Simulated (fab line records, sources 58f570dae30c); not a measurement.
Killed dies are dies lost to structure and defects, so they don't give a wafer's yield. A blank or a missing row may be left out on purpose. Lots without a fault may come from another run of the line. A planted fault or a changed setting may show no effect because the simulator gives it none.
Chamber matching | flow berkeley_cmos170 | UCB170_V1_CMP_02 on cmp-02: 4 sister chambers
The step polishes SiO2. 8 wafers are shown with their chamber, then 8 later ones without.

WAFERS WITH THEIR CHAMBER
wafer  | chamber | motor_current_A (A) | platen_rpm (rpm)
L672.3 | 2       | 16.2                | 59.92
L671.6 | 1       | 16.8                | 59.98
L675.2 | 3       | 14.3                | 59.98
L675.5 | 1       | 16.1                | 59.98
L677.2 | 2       | 14.8                | 59.96
L677.4 | 0       | 20.2                | 59.97
L677.5 | 3       | 14.1                | 60.00
L683.2 | 0       | 20.6                | 59.96

WAFERS WITHOUT THEIR CHAMBER
wafer  | motor_current_A (A) | platen_rpm (rpm)
L683.3 | 14.6                | 59.96
L683.6 | 17.2                | 59.94
L682.2 | 21.4                | 60.03
L682.5 | 20.1                | 60.13
L682.6 | 14.7                | 60.07
L685.2 | 22.0                | 60.02
L685.3 | 14.6                | 59.96
L685.4 | 17.1                | 60.04

WHICH CHAMBER EACH WENT THROUGH
wafer  | from the rows above          | in truth
L683.3 | can't be placed: 3 or 2 or 1 | 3
L683.6 | can't be placed: 1 or 2      | 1
L682.2 | 0                            | 0
L682.5 | can't be placed: 0 or 1      | 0
L682.6 | can't be placed: 3 or 1      | 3
L685.2 | 0                            | 0
L685.3 | can't be placed: 3 or 2 or 1 | 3
L685.4 | 1                            | 1
Placed correctly: 3 of 8. Can't be placed from these rows: 5 (the true chamber is among the candidates in 5). Placed wrongly: 0.
How it was worked out, from the rows above alone: a wafer's distance from a chamber is the root of the sum, over the readings, of the square of ((its reading less the chamber's mean) divided by the reading's scatter). The wafer belongs to the nearest chamber; if the next one is less than 2 further off, it can't be placed. A chamber's mean is the mean of its shown wafers. The scatter: the root of (the sum of the squares of (reading less its chamber's mean) over the shown wafers, divided by (wafers less chambers)).
